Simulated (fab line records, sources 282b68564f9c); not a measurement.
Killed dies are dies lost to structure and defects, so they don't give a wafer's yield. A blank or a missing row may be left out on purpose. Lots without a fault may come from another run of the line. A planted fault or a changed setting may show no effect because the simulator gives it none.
A struck lot beside a sound one | flow rit_cmos | 44 steps out of a route of 202
Sound: wafers L473.2, L473.5, L473.6. Struck: wafers L464.1, L464.2, L464.6. The cause comes at the end.
At each step with rows: each side's tool, then ch and its chambers, then its first start. Under that, the readings that differ: sound wafers | struck wafers | difference of the means | sigmas: that difference in standard deviations of wafers without a fault.
alike: readings whose means differ by less than 2 such deviations, and words and numbers that are the same on both sides. not compared: withheld readings, readings that some wafer has no value for, bounds like >300 that may hide the same value, and numbers for which the record gives no deviation and whose values overlap.
The two part at a step that has a row with sigmas, a row that says differs or no value, or rows on one side only. Numbers that don't overlap but have no deviation are shown without sigmas and don't part them. A reading that every wafer of one side lacks parts them only if that side has two wafers or more.

first, 3 steps without rows for these wafers: RIT_REOX_CLEAN_01 (cleans in dHF, time 30 s); RIT_REOX_CLEAN_02 (cleans in SC2, time 600 s); RIT_REOX_OXIDATION_03 (target thk 25.2 nm, ox time 5580 s).
RIT_REOX_THK_MEAS_04:
  sound on film_metro-02, day 7 08:55; struck on film_metro-03, day 5 09:10
  reading             | sound          | struck         | difference | sigmas
  REOX_OXIDE_THK (nm) | 24.2 24.5 24.5 | 25.2 25.4 25.8 | +1.1       | +2
then, 6 steps without rows for these wafers: RIT_NLDD_HMDS_00 (prime time 60 s); RIT_NLDD_COAT_01 (resist thk 1000 nm); RIT_NLDD_SOFTBAKE_02 (time 60 s); RIT_NLDD_EXPOSE_03 (exposes mask M7, target cd 40700 nm); RIT_NLDD_PEB_04; RIT_NLDD_DEVELOP_05 (develop time 50 s).
RIT_NLDD_OVL_MEAS_06:
  sound on overlay-02, day 7 09:56; struck on overlay-02, day 5 10:11
  alike: NLDD_OVL
then, 1 step without rows for these wafers: RIT_NLDD_HARDBAKE_07 (time 60 s).
RIT_NLDD_IMPLANT_08:
  sound on implanter-03 ch 0, day 7 10:09; struck on implanter-04 ch 0, day 5 10:23
  reading            | sound                         | struck                        | difference | sigmas
  dose_ions_cm2      | 5.008e+14 5.006e+14 5.002e+14 | 7.415e+14 7.413e+14 7.411e+14 | +2.408e+14 | +99 or more
  faraday_current_uA | 1586 1569 1542                | 2306 2382 2273                | +755       | +25
  alike: tilt_deg
RIT_NLDD_STRIP_09: strips in O2, time 180 s.
  sound on plasma_asher-02 ch 0,1, day 7 10:16; struck on plasma_asher-03 ch 0,1, day 5 10:32
  alike: drypump_motor_current_A, rf_refl_power_W
  not compared: rf_hours_counter_h
RIT_NLDD_TW_MEAS_10:
  sound on film_metro-01, day 7 10:28; struck on film_metro-02, day 5 10:42
  reading | sound          | struck         | difference | sigmas
  NLDD_TW | 2522 2514 2499 | 2789 2768 2768 | +263       | +20
then, 6 steps without rows for these wafers: RIT_PLDD_HMDS_00 (prime time 60 s); RIT_PLDD_COAT_01 (resist thk 1000 nm); RIT_PLDD_SOFTBAKE_02 (time 60 s); RIT_PLDD_EXPOSE_03 (exposes mask M8, target cd 40900 nm); RIT_PLDD_PEB_04; RIT_PLDD_DEVELOP_05 (develop time 50 s).
RIT_PLDD_OVL_MEAS_06:
  sound on overlay-01, day 7 11:29; struck on overlay-01, day 5 11:39
  alike: PLDD_OVL
then, 2 steps without rows for these wafers: RIT_PLDD_HARDBAKE_07 (time 60 s); RIT_PLDD_IMPLANT_08.
RIT_PLDD_STRIP_09: strips in O2, time 180 s.
  sound on plasma_asher-01 ch 0,1, day 7 11:53; struck on plasma_asher-02 ch 0,1, day 5 11:59
  alike: drypump_motor_current_A, rf_refl_power_W
  not compared: rf_hours_counter_h
RIT_PLDD_TW_MEAS_10:
  sound on film_metro-01, day 7 12:04; struck on film_metro-02, day 5 12:10
  alike: PLDD_TW
then, 4 steps without rows for these wafers: RIT_SPACER_CLEAN_00 (cleans in SC1, time 600 s); RIT_SPACER_CLEAN_01 (cleans in dHF, time 30 s); RIT_SPACER_CLEAN_02 (cleans in SC2, time 600 s); RIT_SPACER_CVD_03 (deposits Si3N4 from SiH2Cl2/NH3, target thk 250 nm, time 3300 s).
RIT_SPACER_THK_MEAS_04:
  sound on film_metro-02, day 7 14:25; struck on film_metro-02, day 5 15:28
  alike: SPACER_NITRIDE_THK
RIT_SPACER_ETCHBACK_05: etches Si3N4 in SF6/CHF3, stops on SiO2, target depth 250 nm, time 240 s.
  sound on rie_diel-03 ch 0,1, day 7 14:28; struck on rie_diel-03 ch 0,3, day 5 15:31
  alike: drypump_motor_current_A, oes_product_au, throttle_valve_pct
  not compared: rf_hours_counter_h
then, 6 steps without rows for these wafers: RIT_NSD_HMDS_00 (prime time 60 s); RIT_NSD_COAT_01 (resist thk 1000 nm); RIT_NSD_SOFTBAKE_02 (time 60 s); RIT_NSD_EXPOSE_03 (exposes mask M9, target cd 40700 nm); RIT_NSD_PEB_04; RIT_NSD_DEVELOP_05 (develop time 50 s).
RIT_NSD_OVL_MEAS_06:
  sound on overlay-02, day 7 15:28; struck on overlay-02, day 5 16:31
  reading      | sound        | struck         | difference | sigmas
  NSD_OVL (nm) | 0.0 2.2 -0.4 | -2.8 -1.9 -2.0 | -2.8       | -2
then, 2 steps without rows for these wafers: RIT_NSD_HARDBAKE_07 (time 60 s); RIT_NSD_IMPLANT_08.
RIT_NSD_STRIP_09: strips in O2, time 180 s.
  sound on plasma_asher-01 ch 0,1, day 7 15:48; struck on plasma_asher-01 ch 0,1, day 5 16:52
  alike: drypump_motor_current_A, rf_refl_power_W
  not compared: rf_hours_counter_h
RIT_SDANNEAL_RS_MEAS_07: measures by four-point-probe.
  sound on film_metro-03, day 7 18:16; struck on film_metro-01, day 5 19:28
  reading          | sound             | struck            | difference | sigmas
  NLDD_RS (ohm/sq) | 151.4 151.6 152.1 | 110.2 110.7 110.6 | -41.2      | -88
RIT_M1_PROBE_99:
  sound on prober-02, day 8 01:29; struck on prober-01, day 6 02:50
  reading                             | sound             | struck            | difference | sigmas
  model.etest.nmos_0p3.r_on_ohm_um    | 2139 2154 2175    | 1985 2001 2004    | -159       |
  model.etest.nmos_0p15.r_on_ohm_um   | 1100 1114 1121    | 947.8 946.9 966.9 | -157.8     |
  model.etest.nldd.rs_ohm_sq          | 359.4 369.1 370.9 | 265.1 270.1 274.8 | -96.5      |
  model.etest.nmos_turned.drive_ua_um | 343.2 337.1 336.9 | 404.5 408 395.6   | +63.6      |
  model.etest.nmos_0p15.drive_ua_um   | 481.3 471.4 477.8 | 523.6 531.7 517   | +47.3      |
  model.etest.nldd.line_ohm_um        | 113.9 115.2 115.9 | 83.83 85.35 86.95 | -29.62     |
  model.etest.nmos_0p3.drive_ua_um    | 227.7 228.2 223.8 | 233.2 234.6 234.9 | +7.7       |
  alike: killed_at_contacts, killed_at_front_end, killed_dies, killed_open, killed_short
  not compared: model.etest.nmos_narrow.drive_ua_um

WHERE THEY PART
First at RIT_REOX_THK_MEAS_04; last, within this record, at RIT_SDANNEAL_RS_MEAS_07. Later steps at which nothing parts them and some readings are alike: RIT_M1_PROBE_99.

WHY: what the simulator had put in
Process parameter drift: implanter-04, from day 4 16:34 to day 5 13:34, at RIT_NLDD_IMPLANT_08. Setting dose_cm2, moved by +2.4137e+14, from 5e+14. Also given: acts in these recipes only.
